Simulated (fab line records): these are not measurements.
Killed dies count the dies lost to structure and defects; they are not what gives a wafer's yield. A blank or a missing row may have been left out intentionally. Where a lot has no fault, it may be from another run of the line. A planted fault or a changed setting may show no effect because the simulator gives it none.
Split-lot trial -- flow ritCmos -- on a route of 202 steps: 5 lots, 27 wafers read

ABOUT THE SPLIT
At RIT_CONTACT_CVD_00 (deposits SiO2 from TEOS, target thk 400 nm, time 61 s), the setting timeS was moved away from the recipe's 61 s on 9 of the 27 wafers read, by -43.9% to -17.9%. The other wafers ran this setting at the recipe's value.

No step appears in the file between the split and the reading.

THE READING
CONTACT_TEOS_THK at RIT_CONTACT_THK_MEAS_01, in nm. A value of 399 nm with a standard deviation of 5.7 nm is what fault-free wafers of this fab line usually give.

wafer,"tool, chamber at the split","timeS as run, s",against the recipe,"CONTACT_TEOS_THK, nm",against lot-mates on the recipe
L078.1,"pecvd-03, 1",61,recipe,400,-
L078.2,"pecvd-03, 0",61,recipe,395,-
L078.3,"pecvd-03, 2",34.21,-43.9%,218,-183
L078.4,"pecvd-03, 2",61,recipe,407,-
L078.5,"pecvd-03, 1",34.21,-43.9%,225,-176
L078.6,"pecvd-03, 0",34.21,-43.9%,224,-177
L080.1,"pecvd-03, 1",61,recipe,385,-
L080.2,"pecvd-03, 0",61,recipe,387,-
L080.3,"pecvd-03, 2",42.88,-29.7%,274,-115
L080.4,"pecvd-03, 1",42.88,-29.7%,277,-112
L080.5,"pecvd-03, 2",42.88,-29.7%,274,-115
L080.6,"pecvd-03, 0",61,recipe,394,-
L082.3,"pecvd-01, 1",61,recipe,399,-
L082.4,"pecvd-01, 0",61,recipe,401,-
L082.6,"pecvd-01, 2",61,recipe,402,-
L084.1,"pecvd-03, 2",61,recipe,399,-
L084.2,"pecvd-03, 1",61,recipe,400,-
L084.3,"pecvd-03, 0",61,recipe,400,-
L084.4,"pecvd-03, 1",61,recipe,411,-
L084.5,"pecvd-03, 2",61,recipe,405,-
L084.6,"pecvd-03, 0",61,recipe,407,-
L085.1,"pecvd-01, 2",50.06,-17.9%,324,-76
L085.2,"pecvd-01, 1",61,recipe,399,-
L085.3,"pecvd-01, 0",50.06,-17.9%,325,-75
L085.4,"pecvd-01, 1",61,recipe,402,-
L085.5,"pecvd-01, 0",61,recipe,398,-
L085.6,"pecvd-01, 2",50.06,-17.9%,328,-72

THE FIT
A straight line over all 27 wafers: CONTACT_TEOS_THK changes by +4.08 nm for each +1% of timeS; r = +1.00; the points scatter about the line by 5.7 nm.
The same after taking each lot's own level away (the mean of its wafers on the recipe; 27 wafers): +4 nm for each +1%; r = +1.00; scatter 4 nm.
That fit puts the effect of the largest move of timeS on the reading at 1.8e+02 nm.
Measured against the standard deviation above, the lots' own levels, which go from 388.7 to 403.7 nm, span 2.6 times it.
Consequently the slope shifts little with the lot-to-lot level, the two slopes agreeing.
Check: with one of the wafers moved furthest among these (-43.9%) left out of the fit, the line predicts -174 nm for it against its lot-mates. Against them it came out at -183 nm.

FURTHER SPLITS ON THESE WAFERS
Before the reading, these wafers also passed through other splits. Each is held against what the fit with the lots' levels taken away leaves over:
other split on the same wafers,wafers away from the commonest value,r with CONTACT_TEOS_THK (lot level and that fit taken away)
RIT_ACTIVE_OXIDATION_01 oxTimeS,21,+0.34
RIT_ACTIVE_ETCH_13 timeS,12,+0.41
RIT_SPACER_ETCHBACK_05 targetDepthA,12,-0.02

THE WHOLE CHAIN: every reading that the file lists as answering this split, in the file's order
step,what it does,reading,change (the file's fit),r (the file's)
RIT_CONTACT_CVD_00,"deposits SiO2 from TEOS, target thk 400 nm, time 61 s","SiO2_of_CONTACT_CVD_00.thkNm (the simulator's own value, which no gauge read)",+3.99 nm for each +1% of the setting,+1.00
RIT_CONTACT_THK_MEAS_01,,CONTACT_TEOS_THK,+3.99 for each +1% of the setting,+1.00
RIT_CONTACT_ETCH_11,"etches SiO2 in CHF3/CF4/Ar, stops on TiSi2, target depth 480 nm, time 320 s","etch.depthNm (the simulator's own value, which no gauge read)",+3.99 nm for each +1% of the setting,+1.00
RIT_CONTACT_ETCH_11,"etches SiO2 in CHF3/CF4/Ar, stops on TiSi2, target depth 480 nm, time 320 s","CONTACT.featureDepthNm (the simulator's own value, which no gauge read)",+3.99 nm for each +1% of the setting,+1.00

FILE'S OWN FIT
CONTACT_TEOS_THK changes by +3.99 nm for each +1% of timeS, r = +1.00.
